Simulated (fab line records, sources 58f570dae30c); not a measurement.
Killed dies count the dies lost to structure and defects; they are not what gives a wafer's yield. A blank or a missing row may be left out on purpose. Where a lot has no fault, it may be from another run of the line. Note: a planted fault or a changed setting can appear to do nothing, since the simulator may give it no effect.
What tool caused it? :: flow berkeleyCmos170 :: 42 wafers from 14 lots sampled at 5 of the route's 331 steps

WHAT THE GAUGES READ, wafer by wafer
UCB170_NWELL_THK_MEAS_02.
lot: L673
measured: day 2 01:51
on: filmMetro-02
NWELL_OXIDE_THK (nm): 26.3 25.9 25.9

lot: L674
measured: day 2 13:16
on: filmMetro-02
NWELL_OXIDE_THK (nm): 25.5 25.9 25.8

lot: L675
measured: day 2 18:17
on: filmMetro-01
NWELL_OXIDE_THK (nm): 27.6 27.5 26.9

lot: L676
measured: day 2 18:17
on: filmMetro-02
NWELL_OXIDE_THK (nm): 26.3 26.5 26.6

lot: L677
measured: day 3 02:03
on: filmMetro-01
NWELL_OXIDE_THK (nm): 24.9 24.7 24.5

lot: L679
measured: day 3 14:28
on: filmMetro-01
NWELL_OXIDE_THK (nm): 26.5 26.7 26.8

lot: L682
measured: day 4 06:06
on: filmMetro-01
NWELL_OXIDE_THK (nm): 26.8 26.7 26.6

lot: L683
measured: day 4 10:29
on: filmMetro-02
NWELL_OXIDE_THK (nm): 27.0 27.0 26.9

lot: L687
measured: day 5 06:51
on: filmMetro-02
NWELL_OXIDE_THK (nm): 25.0 25.5 25.4

lot: L688
measured: day 5 18:24
on: filmMetro-02
NWELL_OXIDE_THK (nm): 26.0 25.9 25.9

lot: L691
measured: day 6 01:24
on: filmMetro-01
NWELL_OXIDE_THK (nm): 26.8 26.9 27.2

lot: L690
measured: day 6 01:25
on: filmMetro-02
NWELL_OXIDE_THK (nm): 27.0 26.9 27.1

lot: L692
measured: day 6 07:14
on: filmMetro-04
NWELL_OXIDE_THK (nm): 26.3 26.5 26.2

lot: L693
measured: day 6 11:28
on: filmMetro-02
NWELL_OXIDE_THK (nm): 25.7 26.1 26.0

UCB170_PWELL_TW_MEAS_17.
lot: L673
measured: day 3 04:11
on: filmMetro-03
PWELL_TW: 382.4 382.2 382.3

lot: L674
measured: day 3 15:19
on: filmMetro-02
PWELL_TW: 376.2 378.2 377.6

lot: L675
measured: day 3 19:02
on: filmMetro-02
PWELL_TW: 375.9 375.2 378.4

lot: L676
measured: day 3 19:19
on: filmMetro-03
PWELL_TW: 379.0 383.0 383.8

lot: L677
measured: day 4 06:16
on: filmMetro-02
PWELL_TW: 380.1 381.8 380.9

lot: L679
measured: day 4 18:11
on: filmMetro-02
PWELL_TW: 381.7 380.4 380.1

lot: L682
measured: day 5 21:04
on: filmMetro-03
PWELL_TW: 378.4 381.6 381.9

lot: L683
measured: day 5 21:13
on: filmMetro-02
PWELL_TW: 376.2 380.7 378.3

lot: L687
measured: day 6 12:21
on: filmMetro-04
PWELL_TW: 378.0 378.5 378.1

lot: L688
measured: day 6 20:08
on: filmMetro-03
PWELL_TW: 381.7 383.3 380.3

lot: L691
measured: day 7 05:28
on: filmMetro-03
PWELL_TW: 384.9 382.6 383.1

lot: L690
measured: day 7 05:07
on: filmMetro-04
PWELL_TW: 378.6 378.6 376.2

lot: L692
measured: day 7 10:47
on: filmMetro-03
PWELL_TW: 382.5 381.6 382.6

lot: L693
measured: day 7 10:08
on: filmMetro-03
PWELL_TW: 382.1 379.9 381.1

UCB170_WELLDRIVE_THK_MEAS_02.
lot: L673
measured: day 3 17:01
on: filmMetro-03
WELLDRIVE_OXIDE_THK (nm): 197 196 197

lot: L674
measured: day 4 02:23
on: filmMetro-01
WELLDRIVE_OXIDE_THK (nm): 194 199 194

lot: L675
measured: day 4 06:18
on: filmMetro-01
WELLDRIVE_OXIDE_THK (nm): 203 201 201

lot: L676
measured: day 4 06:22
on: filmMetro-01
WELLDRIVE_OXIDE_THK (nm): 197 196 196

lot: L677
measured: day 4 19:29
on: filmMetro-01
WELLDRIVE_OXIDE_THK (nm): 200 199 200

lot: L679
measured: day 5 09:31
on: filmMetro-01
WELLDRIVE_OXIDE_THK (nm): 200 200 202

lot: L682
measured: day 6 08:43
on: filmMetro-03
WELLDRIVE_OXIDE_THK (nm): 231 229 231

lot: L683
measured: day 6 08:43
on: filmMetro-04
WELLDRIVE_OXIDE_THK (nm): 226 227 231

lot: L687
measured: day 6 22:46
on: filmMetro-04
WELLDRIVE_OXIDE_THK (nm): 199 197 200

lot: L688
measured: day 7 08:07
on: filmMetro-04
WELLDRIVE_OXIDE_THK (nm): 196 196 196

lot: L691
measured: day 7 20:28
on: filmMetro-04
WELLDRIVE_OXIDE_THK (nm): 201 203 204

lot: L690
measured: day 7 16:58
on: filmMetro-03
WELLDRIVE_OXIDE_THK (nm): 193 195 194

lot: L692
measured: day 7 23:57
on: filmMetro-04
WELLDRIVE_OXIDE_THK (nm): 207 201 201

lot: L693
measured: day 7 20:29
on: filmMetro-03
WELLDRIVE_OXIDE_THK (nm): 199 198 201

UCB170_CONTACT_CD_MEAS_90: the cd target is 700 nm.
lot: L673
measured: day 7 20:37
on: cdSem-02
cdNm (nm): 702.1 699.6 698.7

lot: L674
measured: day 7 20:55
on: cdSem-02
cdNm (nm): 702.1 703.8 703.1

lot: L675
measured: day 7 22:22
on: cdSem-02
cdNm (nm): 701.1 699.6 701.1

lot: L676
measured: day 7 22:45
on: cdSem-02
cdNm (nm): 700.4 698.4 699.5

lot: L677
measured: day 8 18:44
on: cdSem-02
cdNm (nm): 697.9 698.1 699.3

lot: L679
measured: day 9 02:01
on: cdSem-01
cdNm (nm): 700.0 698.2 700.3

lot: L682
measured: day 10 00:05
on: cdSem-01
cdNm (nm): 700.4 699.7 700.7

lot: L683
measured: day 10 00:40
on: cdSem-01
cdNm (nm): 698.2 700.4 700.5

lot: L687
measured: day 10 14:22
on: cdSem-01
cdNm (nm): 701.0 699.7 702.9

lot: L688
measured: day 11 04:27
on: cdSem-01
cdNm (nm): 700.0 699.5 699.6

lot: L691
measured: day 11 12:52
on: cdSem-02
cdNm (nm): 701.2 701.0 700.9

lot: L690
measured: day 11 07:26
on: cdSem-01
cdNm (nm): 700.8 698.5 700.9

lot: L692
measured: day 11 12:56
on: cdSem-01
cdNm (nm): 701.6 700.1 698.0

lot: L693
measured: day 11 12:38
on: cdSem-01
cdNm (nm): 700.6 701.1 701.8

WHICH TOOL RAN EACH LOT (tool, then ch and the chambers of the sampled wafers, then the start)
lot: L673
UCB170_WELLDRIVE_OXIDATION_01: furnace-03 ch 0, day 3 13:30

lot: L674
UCB170_WELLDRIVE_OXIDATION_01: furnace-01 ch 0, day 3 22:52

lot: L675
UCB170_WELLDRIVE_OXIDATION_01: furnace-02 ch 0, day 4 02:48

lot: L676
UCB170_WELLDRIVE_OXIDATION_01: furnace-02 ch 0, day 4 02:48

lot: L677
UCB170_WELLDRIVE_OXIDATION_01: furnace-02 ch 0, day 4 15:59

lot: L679
UCB170_WELLDRIVE_OXIDATION_01: furnace-01 ch 0, day 5 06:01

lot: L682
UCB170_WELLDRIVE_OXIDATION_01: furnace-01 ch 0, day 6 05:13

lot: L683
UCB170_WELLDRIVE_OXIDATION_01: furnace-01 ch 0, day 6 05:13

lot: L687
UCB170_WELLDRIVE_OXIDATION_01: furnace-03 ch 0, day 6 19:16

lot: L688
UCB170_WELLDRIVE_OXIDATION_01: furnace-02 ch 0, day 7 04:36

lot: L691
UCB170_WELLDRIVE_OXIDATION_01: furnace-02 ch 0, day 7 16:57

lot: L690
UCB170_WELLDRIVE_OXIDATION_01: furnace-02 ch 0, day 7 13:27

lot: L692
UCB170_WELLDRIVE_OXIDATION_01: furnace-02 ch 0, day 7 20:27

lot: L693
UCB170_WELLDRIVE_OXIDATION_01: furnace-02 ch 0, day 7 16:57
- UCB170_WELLDRIVE_OXIDATION_01: target thk 199 nm, ox time 9000 s.

AS READ BY THE TOOLS THEMSELVES (means over the sampled wafers that have a number; for cases with no such wafer, the mark the record gives instead)
UCB170_WELLDRIVE_OXIDATION_01.
lot: L673
tool: furnace-03
spikeTcCentreC (C): 1104.4
spikeTcLoadC (C): 1128.3
spikeTcSourceC (C): 1126.2
tubeCenterTempC (C): 1100.0
tube_center_temp_C_max: 1102.8
zonePowerLoadPct (%): 41.6

lot: L674
tool: furnace-01
spikeTcCentreC (C): 1102.3
spikeTcLoadC (C): 1131.8
spikeTcSourceC (C): 1125.8
tubeCenterTempC (C): 1100.0
tube_center_temp_C_max: 1102.5
zonePowerLoadPct (%): 45.7

lot: L675
tool: furnace-02
spikeTcCentreC (C): 1102.4
spikeTcLoadC (C): 1128.1
spikeTcSourceC (C): 1125.5
tubeCenterTempC (C): 1100.1
tube_center_temp_C_max: 1102.9
zonePowerLoadPct (%): 45.4

lot: L676
tool: furnace-02
spikeTcCentreC (C): 1103.3
spikeTcLoadC (C): 1126.9
spikeTcSourceC (C): 1124.7
tubeCenterTempC (C): 1099.9
tube_center_temp_C_max: 1102.7
zonePowerLoadPct (%): 45.2

lot: L677
tool: furnace-02
spikeTcCentreC (C): 1101.8
spikeTcLoadC (C): 1127.6
spikeTcSourceC (C): 1124.4
tubeCenterTempC (C): 1100.1
tube_center_temp_C_max: 1102.8
zonePowerLoadPct (%): 45.2

lot: L679
tool: furnace-01
spikeTcCentreC (C): 1103.0
spikeTcLoadC (C): 1130.8
spikeTcSourceC (C): 1125.8
tubeCenterTempC (C): 1100.1
tube_center_temp_C_max: 1102.8
zonePowerLoadPct (%): 44.7

lot: L682
tool: furnace-01
spikeTcCentreC (C): 1133.7
spikeTcLoadC (C): 1163.0
spikeTcSourceC (C): 1158.2
tubeCenterTempC (C): 1131.9
tube_center_temp_C_max: 1134.6
zonePowerLoadPct (%): 48.0

lot: L683
tool: furnace-01
spikeTcCentreC (C): 1134.6
spikeTcLoadC (C): 1163.1
spikeTcSourceC (C): 1159.0
tubeCenterTempC (C): 1132.0
tube_center_temp_C_max: 1134.4
zonePowerLoadPct (%): 48.8

lot: L687
tool: furnace-03
spikeTcCentreC (C): 1103.2
spikeTcLoadC (C): 1129.1
spikeTcSourceC (C): 1126.8
tubeCenterTempC (C): 1100.1
tube_center_temp_C_max: 1102.8
zonePowerLoadPct (%): 41.7

lot: L688
tool: furnace-02
spikeTcCentreC (C): 1102.3
spikeTcLoadC (C): 1127.9
spikeTcSourceC (C): 1125.3
tubeCenterTempC (C): 1099.9
tube_center_temp_C_max: 1103.0
zonePowerLoadPct (%): 45.5

lot: L691
tool: furnace-02
spikeTcCentreC (C): 1102.6
spikeTcLoadC (C): 1128.0
spikeTcSourceC (C): 1124.6
tubeCenterTempC (C): 1099.9
tube_center_temp_C_max: 1102.7
zonePowerLoadPct (%): 44.7

lot: L690
tool: furnace-02
spikeTcCentreC (C): 1102.9
spikeTcLoadC (C): 1126.5
spikeTcSourceC (C): 1124.9
tubeCenterTempC (C): 1100.0
tube_center_temp_C_max: 1102.5
zonePowerLoadPct (%): 45.4

lot: L692
tool: furnace-02
spikeTcCentreC (C): 1102.7
spikeTcLoadC (C): 1126.5
spikeTcSourceC (C): 1124.7
tubeCenterTempC (C): 1100.1
tube_center_temp_C_max: 1102.8
zonePowerLoadPct (%): 45.4

lot: L693
tool: furnace-02
spikeTcCentreC (C): 1103.3
spikeTcLoadC (C): 1127.3
spikeTcSourceC (C): 1123.4
tubeCenterTempC (C): 1100.0
tube_center_temp_C_max: 1102.3
zonePowerLoadPct (%): 45.1

THE ANSWER, worked out from the rows above alone
Rule: the lots themselves supply what counts as usual. The widest of any qualifying gaps counts: lots, ordered by their means at a reading, are off when they make up no more than a third of the lots, leave a main group of 4 or more, and stand apart from it by 3 or more times the standard deviation of that group's means. Not used: any main group whose means are identical at the precision the tables above print for the reading. Also off: a lot with no number at a reading for which 4 or more lots have one. Where the step has rows for the other lots, those lots are counted as sound. Order of review: gauges by route order, followed by the tools' own readings, for which a lot's mean as printed above is used. The first step at which some lot is off is used, and at that step the reading that is off furthest; a lot without a number counts as furthest.
Off: at UCB170_WELLDRIVE_THK_MEAS_02 (WELLDRIVE_OXIDE_THK), L682, L683. Main group: mean 199 nm, sd 2.8.
If a tool, at a process step before that reading, ran all the lots that are off and no sound lot after the first of them, it fits. The gauges at UCB170_WELLDRIVE_THK_MEAS_02 aren't tried: what is off there is off at UCB170_WELLDRIVE_OXIDATION_01 too, on other tools, and a gauge's error can't cause that. One fits: UCB170_WELLDRIVE_OXIDATION_01 on furnace-01. Its last sound lot is L679 (day 5 06:01), its first lot that is off L682 (day 6 05:13): a fault that began between those two fits.
The tool's own readings at UCB170_WELLDRIVE_OXIDATION_01 bear it out: on the lots that are off they differ by more than 5 times the standard deviation of the sound lots' means. spikeTcCentreC reads 1134.2 C there against 1102.8 C on the sound lots; spikeTcLoadC reads 1163.0 C there against 1128.2 C on the sound lots; spikeTcSourceC reads 1158.6 C there against 1125.2 C on the sound lots; tubeCenterTempC reads 1132.0 C there against 1100.0 C on the sound lots; tube_center_temp_C_max reads 1134.5 there against 1102.7 on the sound lots.

WHAT THE SIMULATOR HAD PUT IN
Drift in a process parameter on furnace-01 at UCB170_WELLDRIVE_OXIDATION_01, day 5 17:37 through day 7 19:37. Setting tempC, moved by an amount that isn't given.
Shown lots that were struck: L682, L683. This agrees with what the rule above found.
